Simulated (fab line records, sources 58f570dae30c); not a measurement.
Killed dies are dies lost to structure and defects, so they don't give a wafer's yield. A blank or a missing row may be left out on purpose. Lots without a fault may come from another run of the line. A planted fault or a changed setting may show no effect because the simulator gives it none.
Which tool did it? | flow berkeley_cmos170 | 14 lots, 42 wafers sampled, at 2 steps of a route of 331

WHAT THE GAUGES READ, wafer by wafer
UCB170_CONTACT_CD_MEAS_90: target cd 700 nm.
lot  | measured     | on        | cd_nm (nm)
L603 | day 7 02:41  | cd_sem-02 | 699.6 702.9 699.5
L602 | day 7 03:13  | cd_sem-02 | 699.6 699.6 697.7
L606 | day 7 07:18  | cd_sem-02 | 703.8 701.1 700.9
L604 | day 7 08:34  | cd_sem-01 | 699.0 699.4 697.4
L608 | day 8 00:01  | cd_sem-02 | 700.4 700.5 702.3
L607 | day 8 00:19  | cd_sem-02 | 698.8 698.5 700.0
L610 | day 8 21:35  | cd_sem-01 | 696.4 702.2 697.6
L611 | day 9 08:29  | cd_sem-02 | 704.3 701.5 701.3
L616 | day 10 17:44 | cd_sem-01 | 698.9 699.0 699.4
L617 | day 11 00:21 | cd_sem-01 | 702.2 699.2 699.0
L619 | day 11 00:08 | cd_sem-01 | 699.9 699.5 700.1
L621 | day 11 18:01 | cd_sem-01 | 703.3 699.6 699.3
L620 | day 11 18:38 | cd_sem-01 | 699.6 699.5 696.0
L623 | day 11 18:47 | cd_sem-01 | 700.3 699.2 701.1

WHICH TOOL RAN EACH LOT (tool, then ch and the chambers of the sampled wafers, then the start)
lot  | UCB170_BACKSIDE_STRIP_03
L603 | plasma_asher-03 ch 0,1, day 6 21:07
L602 | plasma_asher-04 ch 0,1, day 6 21:21
L606 | plasma_asher-01 ch 0,1, day 7 01:16
L604 | plasma_asher-03 ch 1, day 7 01:28
L608 | plasma_asher-04 ch 0,1, day 7 18:31
L607 | plasma_asher-03 ch 0,1, day 7 18:58
L610 | plasma_asher-03 ch 0,1, day 8 15:55
L611 | plasma_asher-04 ch 0,1, day 9 01:59
L616 | plasma_asher-04 ch 1, day 10 08:04
L617 | plasma_asher-01 ch 0,1, day 10 17:23
L619 | plasma_asher-04 ch 0,1, day 10 17:26
L621 | plasma_asher-04 ch 0,1, day 11 09:17
L620 | plasma_asher-04 ch 0,1, day 11 10:01
L623 | plasma_asher-04 ch 0,1, day 11 10:22
- UCB170_BACKSIDE_STRIP_03: strips in O2.

WHAT THE TOOLS THEMSELVES READ (means of the sampled wafers that have a number; where no wafer has one, the mark that the record gives instead)
UCB170_BACKSIDE_STRIP_03.
lot  | tool            | chamber_pressure_mTorr (mTorr) | drypump_motor_current_A (A) | oes_product_au (a.u.) | strip_time_to_endpoint_s (s)
L603 | plasma_asher-03 | 3501                           | 6.0                         | 0.737                 | 21.98
L602 | plasma_asher-04 | 3499                           | 5.9                         | 0.730                 | 22.03
L606 | plasma_asher-01 | 3501                           | 5.0                         | 0.733                 | 22.01
L604 | plasma_asher-03 | 3502                           | 5.7                         | 0.741                 | 22.07
L608 | plasma_asher-04 | 3501                           | 5.9                         | 0.733                 | 22.03
L607 | plasma_asher-03 | 3500                           | 5.8                         | 0.734                 | 21.91
L610 | plasma_asher-03 | 3500                           | 6.0                         | 0.736                 | 21.93
L611 | plasma_asher-04 | 3501                           | 5.9                         | 0.731                 | 22.04
L616 | plasma_asher-04 | 3500                           | 6.4                         | 0.735                 | 21.96
L617 | plasma_asher-01 | 3500                           | 5.0                         | 0.734                 | 22.04
L619 | plasma_asher-04 | 3499                           | 5.9                         | 0.732                 | 22.03
L621 | plasma_asher-04 | 3501                           | 5.4                         | 0.733                 | 21.87
L620 | plasma_asher-04 | 3498                           | 5.4                         | 0.737                 | 22.04
L623 | plasma_asher-04 | 3501                           | 5.9                         | 0.734                 | 21.90

THE ANSWER, worked out from the rows above alone
Rule: what is usual is taken from the lots themselves. Put in order of their means at a reading, lots are off if they are a third of the lots or fewer, leave a main group of 4 or more, and stand apart from it by a gap of 3 or more times the standard deviation of the main group's means; of several such gaps the widest counts. A main group whose means are all the same, to the digits that the tables above print for the reading, isn't used. A lot without any number at a reading at which 4 lots or more have one is off too. The other lots that the step has rows for count as sound. The gauges are gone through in route order, then the tools' own readings, and for those a lot's mean is taken as printed above. The first step at which some lot is off is used, and at that step the reading that is off furthest; a lot without a number counts as furthest.
No lot is off at any reading shown: from this, nothing can be told.

WHAT THE SIMULATOR HAD PUT IN
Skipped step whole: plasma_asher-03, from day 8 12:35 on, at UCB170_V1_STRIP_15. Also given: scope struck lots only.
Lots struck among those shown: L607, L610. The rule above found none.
